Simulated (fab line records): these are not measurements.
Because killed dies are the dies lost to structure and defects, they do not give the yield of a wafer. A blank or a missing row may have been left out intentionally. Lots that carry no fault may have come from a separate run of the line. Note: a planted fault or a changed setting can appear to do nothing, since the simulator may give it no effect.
The tool behind it: which one?	flow berkeley_cmos170	16 lots, 48 wafers sampled, at 2 steps of a route of 331

## WHAT THE GAUGES SHOWED, per wafer
UCB170_PVT_OVL_MEAS_06.
lot	measured	on	PVT_OVL (nm)
L769	day 6 08:36	overlay-02	4 -4 1
L770	day 6 08:50	overlay-01	6 17 6
L771	day 6 08:58	overlay-02	-3 3 3
L772	day 7 04:28	overlay-01	-5 -3 -10
L773	day 7 17:16	overlay-02	0 3 -3
L774	day 7 17:30	overlay-01	0 -1 1
L775	day 7 17:37	overlay-02	3 -2 4
L777	day 8 10:14	overlay-02	-4 -3 -5
L779	day 8 18:24	overlay-02	-4 1 -4
L780	day 8 18:31	overlay-01	-7 -6 -8
L782	day 9 10:43	overlay-02	-3 -3 -1
L786	day 9 16:38	overlay-01	-2 1 4
L783	day 9 16:50	overlay-01	-4 -6 -5
L789	day 10 11:38	overlay-01	-5 -3 -9
L790	day 10 12:08	overlay-02	7 13 5
L792	day 11 06:40	overlay-01	0 5 4

## WHAT TOOL EACH LOT RAN ON (gives the tool, then ch and the chambers of the sampled wafers, and finally the start)
lot	UCB170_NVT_EXPOSE_03
L769	krf_scanner-01 ch 0, day 6 06:30
L770	krf_scanner-02 ch 0, day 6 06:46
L771	krf_scanner-01 ch 0, day 6 07:02
L772	krf_scanner-02 ch 0, day 7 01:47
L773	krf_scanner-02 ch 0, day 7 13:53
L774	krf_scanner-01 ch 0, day 7 14:08
L775	krf_scanner-02 ch 0, day 7 14:24
L777	krf_scanner-01 ch 0, day 8 06:13
L779	krf_scanner-02 ch 0, day 8 15:12
L780	krf_scanner-01 ch 0, day 8 15:24
L782	krf_scanner-01 ch 0, day 9 07:31
L786	krf_scanner-01 ch 0, day 9 12:18
L783	krf_scanner-01 ch 0, day 9 12:23
L789	krf_scanner-01 ch 0, day 10 07:48
L790	krf_scanner-02 ch 0, day 10 08:13
L792	krf_scanner-02 ch 0, day 11 02:44
- UCB170_NVT_EXPOSE_03: exposes mask PWELL, target cd 3000 nm.

## WHAT THE TOOLS THEMSELVES READ (means of the sampled wafers that have a number; where no wafer has one, the mark that the record gives instead)
UCB170_NVT_EXPOSE_03.
lot	tool	exposure_dose_mJ_cm2	reticle_temp_C (C)	stage_vel_mm_s (mm/s)
L769	krf_scanner-01	29.998	23.05	499.77
L770	krf_scanner-02	29.961	23.01	500.14
L771	krf_scanner-01	29.988	22.97	499.80
L772	krf_scanner-02	30.001	23.00	500.03
L773	krf_scanner-02	30.025	22.98	500.14
L774	krf_scanner-01	30.004	23.08	499.96
L775	krf_scanner-02	30.010	23.02	499.87
L777	krf_scanner-01	29.975	22.91	500.07
L779	krf_scanner-02	30.020	23.03	500.13
L780	krf_scanner-01	29.981	22.92	499.92
L782	krf_scanner-01	27.421	22.95	500.27
L786	krf_scanner-01	27.484	22.89	500.10
L783	krf_scanner-01	27.437	23.10	500.15
L789	krf_scanner-01	27.439	22.88	500.10
L790	krf_scanner-02	29.988	23.02	500.24
L792	krf_scanner-02	29.986	23.12	500.14

## THE ANSWER, worked out from the rows above alone
Rule: usual is defined by the lots themselves. The widest of any qualifying gaps counts: lots, ordered by their means at a reading, are off when they make up no more than a third of the lots, leave a main group of 4 or more, and stand apart from it by 3 or more times the standard deviation of that group's means. A main group whose means are all the same, to the digits that the tables above print for the reading, isn't used. A lot without any number at a reading at which 4 lots or more have one is off too. All remaining lots with rows at the step are treated as sound. First the gauges in route order, then the tools' own readings, where a lot's mean is used as printed above. At the first step where some lot is off, the reading lying furthest off is the one used; lots without a number count as furthest.
Off: L782, L786, L783, L789 (UCB170_NVT_EXPOSE_03, exposure_dose_mJ_cm2). The main group has a mean of 29.995 with a standard deviation of 0.018.
A tool fits if, at that step or a process step before it, it ran every lot that is off, and no sound lot after the first of them. One candidate fits, namely krf_scanner-01 at UCB170_NVT_EXPOSE_03. Its last sound lot is L780 (day 8 15:24), its first lot that is off L782 (day 9 07:31): a fault that began between those two fits.
On the lots that are off, the tool's own readings at UCB170_NVT_EXPOSE_03 differ by more than 5 times the standard deviation of the sound lots' means, which bears it out; exposure_dose_mJ_cm2 reads 27.445 there versus 29.995 on the sound lots.

## WHAT THE SIMULATOR PUT IN
Process parameters drifting: krf_scanner-01 at UCB170_NVT_EXPOSE_03, beginning at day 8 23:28. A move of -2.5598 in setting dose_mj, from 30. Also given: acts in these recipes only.
Lots struck among those shown: L782, L786, L783, L789. The rule above reached the same finding.
